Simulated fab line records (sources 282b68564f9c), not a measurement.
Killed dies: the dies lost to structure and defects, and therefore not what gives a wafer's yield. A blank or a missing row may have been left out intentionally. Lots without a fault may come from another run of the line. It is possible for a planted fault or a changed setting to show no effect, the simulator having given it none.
fab line records ; flow rit-cmos
record: lots: 6; wafers: 18; last-day: 7
route steps=202 shown ACTIVE@5 M1@202
lots with no fault: from the same line, run without faults
start-h: start of the lot's first displayed wafer, in hours after the record's first day ; wait-h: hours from the lot's prior step to this one ; " repeats the value in the row above ; L1.1+2: a row that stands for several wafers ; - no value, or no start was given ; * or withheld: withheld ; < > ~ a bound
route shown NAME@n: NAME is a module with steps in the file, n the number in the route of the first one ; usual: the fault-free wafers' mean and standard deviation ; same: alike in all rows ; chamber/n: place in a boat ; sites: per-site readings ; _std_site: the standard deviation of these ; _edge_site: the outer-site mean with the inner-site mean subtracted ; radius-mm: for every site, how far away it sits from the centre of the wafer ; mask NAME#n: copy n ; behind: the most recent tool/chamber to have shaped the wafer ; hold: why the lot went on hold/how many hours it stayed there/how the hold came to an end ; device: the transistor (n, p or np) that didn't switch ; end of line: at the end of the route, the tests of the same wafers ; a step with no rows: only its recipe ; killed: at the first sort, the dies lost to defects and structure; wafer yield is something else ; map: a wafer's dies, x killed, . not, _ none there
set.NAME: the setting that was run; set.NAME@STEP: the one run at that earlier step ; model.NAME: the simulator's own value behind a step, which no gauge read
certain route steps with their lots: each step a table, each wafer a row
services: a tool's chamber out of use, with start hour (start-h, from the record's first day; less than 0 if before it), hours out, and reason
== steps ==
step: RIT_ACTIVE_THK_MEAS_04
recipe: reads: Si3N4_of_ACTIVE_CVD_03
usual: ACTIVE_NITRIDE_THK: 151.2/1.4
lot.wafer;tool;chamber;start-h;wait-h;ACTIVE_NITRIDE_THK[nm]
L243.2;film-metro-01;-;36.37;0.0;152.9
L243.3;film-metro-01;-;36.37;0.0;153.5
L243.6;film-metro-01;-;36.37;0.0;153.4
L252.1;film-metro-04;-;83.03;0.0;150.7
L252.4;film-metro-04;-;83.03;0.0;151.7
L252.6;film-metro-04;-;83.03;0.0;151.2
L253.3;film-metro-03;-;86.05;0.0;150.7
L253.5;film-metro-03;-;86.05;0.0;150.5
L253.6;film-metro-03;-;86.05;0.0;151.2
L255.1;film-metro-03;-;95.73;0.0;150.4
L255.2;film-metro-03;-;95.73;0.0;150.0
L255.5;film-metro-03;-;95.73;0.0;151.1
L258.1;film-metro-01;-;108.68;0.0;151.5
L258.4;film-metro-01;-;108.68;0.0;153.6
L258.5;film-metro-01;-;108.68;0.0;152.8
L259.4;film-metro-03;-;113.82;0.0;150.9
L259.5;film-metro-03;-;113.82;0.0;149.2
L259.6;film-metro-03;-;113.82;0.0;150.3
step: RIT_ACTIVE_HMDS_05
recipe: prime-time-s: 60; prime-temp-c: 140
step: RIT_ACTIVE_COAT_06
recipe: resist: NOVOLAK; spin-rpm: 3250; resist-thk-nm: 1007
step: RIT_ACTIVE_SOFTBAKE_07
recipe: resist: NOVOLAK; temp-c: 90; time-s: 60
step: RIT_ACTIVE_EXPOSE_08
recipe: mask-id: M1; na: 0.6; source-shape: conventional; sigma-outer: 0.6; target-cd-nm: 1400; dose-mj: 225
step: RIT_ACTIVE_PEB_09
recipe: resist: NOVOLAK; temp-c: withheld; time-s: withheld
step: RIT_ACTIVE_DEVELOP_10
recipe: resist: NOVOLAK; develop-time-s: 50; dev-temp-c: 23
step: RIT_ACTIVE_CD_MEAS_11
recipe: target-cd-nm: 1400
usual: cd-nm: 1399.7/2.4
lot.wafer;tool;chamber;start-h;wait-h;cd-nm
L243.2;cd-sem-01;-;37.29;-;1401.9
L243.3;cd-sem-01;-;37.29;-;1401.4
L243.6;cd-sem-01;-;37.29;-;1401.5
L252.1;cd-sem-02;-;83.94;-;1401.1
L252.4;cd-sem-02;-;83.94;-;1401.6
L252.6;cd-sem-02;-;83.94;-;1399.4
L253.3;cd-sem-01;-;87.11;-;1400.5
L253.5;cd-sem-01;-;87.11;-;1399.7
L253.6;cd-sem-01;-;87.11;-;1400.7
L255.1;cd-sem-01;-;96.64;-;1395.7
L255.2;cd-sem-01;-;96.64;-;1395.6
L255.5;cd-sem-01;-;96.64;-;1395.1
L258.1;cd-sem-02;-;109.74;-;1399.7
L258.4;cd-sem-02;-;109.74;-;1402.3
L258.5;cd-sem-02;-;109.74;-;1401.3
L259.4;cd-sem-01;-;114.76;-;1397.5
L259.5;cd-sem-01;-;114.76;-;1399.1
L259.6;cd-sem-01;-;114.76;-;1397.3
step: RIT_ACTIVE_HARDBAKE_12
recipe: resist: NOVOLAK; temp-c: 140; time-s: 60
step: RIT_ACTIVE_ETCH_13
recipe: stop-on: SiO2; chemistry: SF6; target: Si3N4; time-s: 210; over-etch-frac: 0.4; SF6_flow_sccm: 200; pressure-mtorr: 260; rf-w: 125; target-depth-a: 2100
usual: drypump-motor-current-A: 5.7/0.56; oes-product-au: 0.825/0.011; throttle-valve-pct: 7.53/0.12
lot.wafer;tool;chamber;start-h;wait-h;drypump-motor-current-A;oes-product-au;rf-hours-counter-h;throttle-valve-pct
L243.2;rie-diel-01;0;37.54;0.1;5.2;0.839;78;7.38
L243.3;rie-diel-01;1;37.54;0.1;5.2;0.819;99;7.52
L243.6;rie-diel-01;2;37.54;0.1;5.7;0.829;-;7.67
L252.1;rie-diel-02;1;84.21;0.1;5.0;0.814;104;7.54
L252.4;rie-diel-02;0;84.21;0.1;5.6;0.830;27;7.62
L252.6;rie-diel-02;0;84.21;0.1;5.6;0.819;-;7.61
L253.3;rie-diel-03;2;87.51;0.1;6.3;0.827;54;7.43
L253.5;rie-diel-03;2;87.51;0.1;6.3;0.840;-;7.44
L253.6;rie-diel-03;0;87.51;0.1;5.3;0.840;-;7.64
L255.1;rie-diel-01;1;96.91;0.1;5.1;0.819;100;7.52
L255.2;rie-diel-01;0;96.91;0.1;5.1;0.828;79;7.38
L255.5;rie-diel-01;0;96.91;0.1;5.2;0.832;-;7.37
L258.1;rie-diel-01;2;110.01;0.1;5.7;0.832;107;7.66
L258.4;rie-diel-01;0;110.01;0.1;5.2;0.839;79;7.40
L258.5;rie-diel-01;1;110.01;0.1;5.2;0.815;-;7.52
L259.4;rie-diel-03;1;114.97;0.1;6.5;0.798;34;7.51
L259.5;rie-diel-03;1;114.97;0.1;6.4;0.798;-;7.49
L259.6;rie-diel-03;0;114.97;0.1;5.3;0.830;-;7.61
step: RIT_ACTIVE_STRIP_14
recipe: chemistry: O2; time-s: 180; resist: NOVOLAK; platen-temp-c: withheld; power-w: 500; pressure-mtorr: 4000; o2-flow-sccm: 4000
usual: drypump-motor-current-A: 5.9/0.32
lot.wafer;tool;chamber;start-h;wait-h;drypump-motor-current-A;rf-hours-counter-h
L243.2;plasma-asher-03;0;37.68;0.1;6.2;36
L243.3;plasma-asher-03;1;37.68;0.1;6.1;-
L243.6;plasma-asher-03;1;37.68;0.1;6.1;-
L252.1;plasma-asher-04;1;84.34;0.1;5.3;44
L252.4;plasma-asher-04;1;84.34;0.1;5.3;-
L252.6;plasma-asher-04;1;84.34;0.1;5.3;-
L253.3;plasma-asher-01;0;87.70;0.1;5.7;-
L253.5;plasma-asher-01;0;87.70;0.1;5.6;-
L253.6;plasma-asher-01;1;87.70;0.1;5.8;-
L255.1;plasma-asher-03;1;97.04;0.1;6.1;42
L255.2;plasma-asher-03;0;97.04;0.1;6.2;42
L255.5;plasma-asher-03;1;97.04;0.1;6.1;-
L258.1;plasma-asher-03;0;110.14;0.1;6.1;44
L258.4;plasma-asher-03;1;110.14;0.1;6.1;-
L258.5;plasma-asher-03;0;110.14;0.1;6.2;-
L259.4;plasma-asher-03;1;115.16;0.1;6.1;-
L259.5;plasma-asher-03;1;115.16;0.1;6.1;-
L259.6;plasma-asher-03;0;115.16;0.1;6.1;-
step: RIT_ACTIVE_CD_MEAS_90
recipe: target-cd-nm: 1400
usual: cd-nm: 1399.6/2.4
lot.wafer;tool;chamber;start-h;wait-h;cd-nm
L243.2;cd-sem-01;-;37.87;0.1;1402.1
L243.3;cd-sem-01;-;37.87;0.1;1401.6
L243.6;cd-sem-01;-;37.87;0.1;1401.6
L252.1;cd-sem-01;-;84.61;0.2;1401.4
L252.4;cd-sem-01;-;84.61;0.2;1402.1
L252.6;cd-sem-01;-;84.61;0.2;1398.9
L253.3;cd-sem-01;-;87.86;0.1;1400.4
L253.5;cd-sem-01;-;87.86;0.1;1399.8
L253.6;cd-sem-01;-;87.86;0.1;1400.8
L255.1;cd-sem-02;-;97.22;0.1;1396.6
L255.2;cd-sem-02;-;97.22;0.1;1395.2
L255.5;cd-sem-02;-;97.22;0.1;1395.1
L258.1;cd-sem-01;-;110.32;0.1;1399.9
L258.4;cd-sem-01;-;110.32;0.1;1402.1
L258.5;cd-sem-01;-;110.32;0.1;1401.7
L259.4;cd-sem-02;-;115.34;0.1;1397.2
L259.5;cd-sem-02;-;115.34;0.1;1399.0
L259.6;cd-sem-02;-;115.34;0.1;1397.8
step: RIT_ACTIVE_CLEAN_15
recipe: chemistry: SC1; mix: 3:3:50; time-s: 600; temp-c: 75
usual: bath-guard-temp-C: 74.8/0.52; bath-heat-duty-pct: 16.3/1.9
lot.wafer;tool;chamber;start-h;wait-h;bath-guard-temp-C;bath-heat-duty-pct
L243.2;wet-bench-03;0;37.97;0.1;73.9;14.7
L243.3;wet-bench-03;0;37.97;0.1;73.9;16.5
L243.6;wet-bench-03;0;37.97;0.1;74.0;15.9
L252.1;wet-bench-03;2;84.73;0.1;-;-
L252.4;wet-bench-03;2;84.73;0.1;-;-
L252.6;wet-bench-03;2;84.73;0.1;-;-
L253.3;wet-bench-02;3;87.94;0.1;-;-
L253.5;wet-bench-02;3;87.94;0.1;-;-
L253.6;wet-bench-02;3;87.94;0.1;-;-
L255.1;wet-bench-03;1;97.34;0.1;74.0;16.0
L255.2;wet-bench-03;1;97.34;0.1;74.7;15.4
L255.5;wet-bench-03;1;97.34;0.1;74.5;16.4
L258.1;wet-bench-02;0;110.44;0.1;74.6;17.4
L258.4;wet-bench-02;0;110.44;0.1;74.5;17.5
L258.5;wet-bench-02;0;110.44;0.1;74.6;15.7
L259.4;wet-bench-03;1;115.40;0.0;74.7;14.3
L259.5;wet-bench-03;1;115.40;0.0;74.5;13.3
L259.6;wet-bench-03;1;115.40;0.0;74.8;16.3
step: RIT_ACTIVE_CLEAN_16
recipe: chemistry: dHF; dilution: 50:1; time-s: 30
step: RIT_M1_PROBE_99
usual: killed-at-contacts: 0.0/0.18; killed-at-front-end: 7/3.4; killed-dies: 7/3.4; killed-open: 3.7/2.2; killed-short: 3.6/2.2
same: gross-dies: 264; killed_at_M0_to_M3: 0; killed_at_M4_up: 0; killed-at-back-side: 0; killed-at-other: 0
lot.wafer;tool;chamber;start-h;wait-h;killed-at-contacts;killed-at-front-end;killed-dies;killed-open;killed-short
L243.2;prober-02;-;81.78;0.1;0;11;11;4;7
L243.3;prober-02;-;81.83;0.2;0;12;12;4;8
L243.6;prober-02;-;81.98;0.2;0;4;4;0;4
L252.1;prober-01;-;133.21;0.1;0;8;8;8;0
L252.4;prober-01;-;133.36;0.2;0;3;3;2;1
L252.6;prober-01;-;133.46;0.2;0;3;3;2;1
L253.3;prober-02;-;139.45;0.2;0;8;8;6;2
L253.5;prober-02;-;139.55;0.2;1;9;10;6;4
L253.6;prober-02;-;139.60;0.2;0;9;9;5;4
L255.1;prober-01;-;149.68;0.1;0;5;5;3;2
L255.2;prober-01;-;149.73;0.1;0;4;4;2;2
L255.5;prober-01;-;149.88;0.2;0;7;7;3;4
L258.1;prober-01;-;158.13;0.1;0;6;6;3;3
L258.4;prober-01;-;158.28;0.2;0;5;5;3;2
L258.5;prober-01;-;158.33;0.2;0;9;9;4;5
L259.4;prober-02;-;161.07;0.2;0;6;6;0;6
L259.5;prober-02;-;161.12;0.2;0;7;7;2;5
L259.6;prober-02;-;161.17;0.2;0;5;5;3;2
killed by level:class
L243.2 SPACER:geometric-particle:short=3 GATE:geometric-particle:short=2 REOX:geometric-particle:open=2 GATE:geometric-particle:open=1 REOX:geometric-particle:short=1 SILICIDE:geometric-particle:short=1 SILICIDE:geometric-particle:open=1
L243.3 GATE:geometric-particle:short=5 REOX:geometric-particle:open=3 SPACER:geometric-particle:short=2 FOX1:geometric-particle:short=1 SPACER:geometric-particle:open=1
L243.6 SPACER:geometric-particle:short=2 SILICIDE:geometric-particle:short=2
L252.1 SILICIDE:geometric-particle:open=4 FOX1:geometric-particle:open=2 GATE:geometric-particle:open=1 REOX:geometric-particle:open=1
L252.4 GATE:geometric-particle:open=1 GATE:geometric-particle:short=1 REOX:geometric-particle:open=1
L252.6 GATE:geometric-particle:open=1 GATE:geometric-particle:short=1 REOX:geometric-particle:open=1
L253.3 GATE:geometric-particle:open=5 GATE:geometric-particle:short=2 SILICIDE:geometric-particle:open=1
L253.5 GATE:geometric-particle:open=3 GATE:geometric-particle:short=2 REOX:geometric-particle:open=2 REOX:geometric-particle:short=1 SPACER:geometric-particle:short=1 CONTACT:geometric-particle:open=1
L253.6 GATE:geometric-particle:short=3 GATE:geometric-particle:open=3 FOX1:geometric-particle:short=1 FOX1:geometric-particle:open=1 FOX2:geometric-particle:open=1
L255.1 GATE:geometric-particle:open=2 ACTIVE:geometric-particle:open=1 ACTIVE:geometric-particle:short=1 SILICIDE:geometric-particle:short=1
L255.2 FOX2:geometric-particle:short=1 GATE:geometric-particle:short=1 REOX:geometric-particle:open=1 SILICIDE:geometric-particle:open=1
L255.5 GATE:geometric-particle:open=2 FOX1:geometric-particle:short=1 FOX1:geometric-particle:open=1 GATE:geometric-particle:short=1 REOX:geometric-particle:short=1 SPACER:geometric-particle:short=1
L258.1 SPACER:geometric-particle:short=2 FOX1:geometric-particle:short=1 FOX1:geometric-particle:open=1 GATE:geometric-particle:open=1 SPACER:geometric-particle:open=1
L258.4 FOX2:geometric-particle:open=2 GATE:geometric-particle:short=1 SILICIDE:geometric-particle:open=1 SILICIDE:geometric-particle:short=1
L258.5 SILICIDE:geometric-particle:open=3 SPACER:geometric-particle:short=2 FOX1:geometric-particle:short=1 GATE:geometric-particle:short=1 SPACER:geometric-particle:open=1 SILICIDE:geometric-particle:short=1
L259.4 REOX:geometric-particle:short=2 FOX1:geometric-particle:short=1 FOX2:geometric-particle:short=1 GATE:geometric-particle:short=1 SPACER:geometric-particle:short=1
L259.5 FOX1:geometric-particle:short=2 FOX1:geometric-particle:open=1 FOX2:geometric-particle:short=1 GATE:geometric-particle:short=1 REOX:geometric-particle:open=1 SILICIDE:geometric-particle:short=1
L259.6 SPACER:geometric-particle:open=2 FOX2:geometric-particle:short=1 REOX:geometric-particle:open=1 SPACER:geometric-particle:short=1
== services ==
tool;chamber;start-h;hours;kind
plasma-asher-03;-;23.76;2.9;repair
wet-bench-03;-;25.44;4.4;pm
rie-diel-01;3;46.11;3.0;repair
rie-diel-02;1;51.43;7.6;repair
rie-diel-02;2;64.91;4.1;repair
wet-bench-02;-;75.03;3.9;repair
rie-diel-03;1;82.20;9.4;repair
plasma-asher-04;-;108.84;9.0;pm
plasma-asher-04;0;108.84;9.0;vent-cycle
plasma-asher-04;1;108.84;9.0;vent-cycle
rie-diel-02;3;111.64;8.7;repair
== key ==
first-sign: step: RIT_ACTIVE_CLEAN_15; reading: tool-record; direction: missing
effect none on later readings
met-at RIT_ACTIVE_CLEAN_15
struck-wafers L252.1,L252.4,L252.6,L253.3,L253.5,L253.6
tester-left-out L252,L253
onset-between 37.97 84.73
fault: kind: skipped-step-whole; tool: wet-bench-02,wet-bench-03; chamber: -; onset-h: 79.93; steps: RIT_ACTIVE_CLEAN_15; scope: struck-lots-only
tester-left-out: of these lots the tester's yield and bins aren't shown, on N5 and GAA mostly nor the transistor test; their killed dies are dies lost to structure and defects alone, not to doping, threshold or leakage, so they don't give the yield
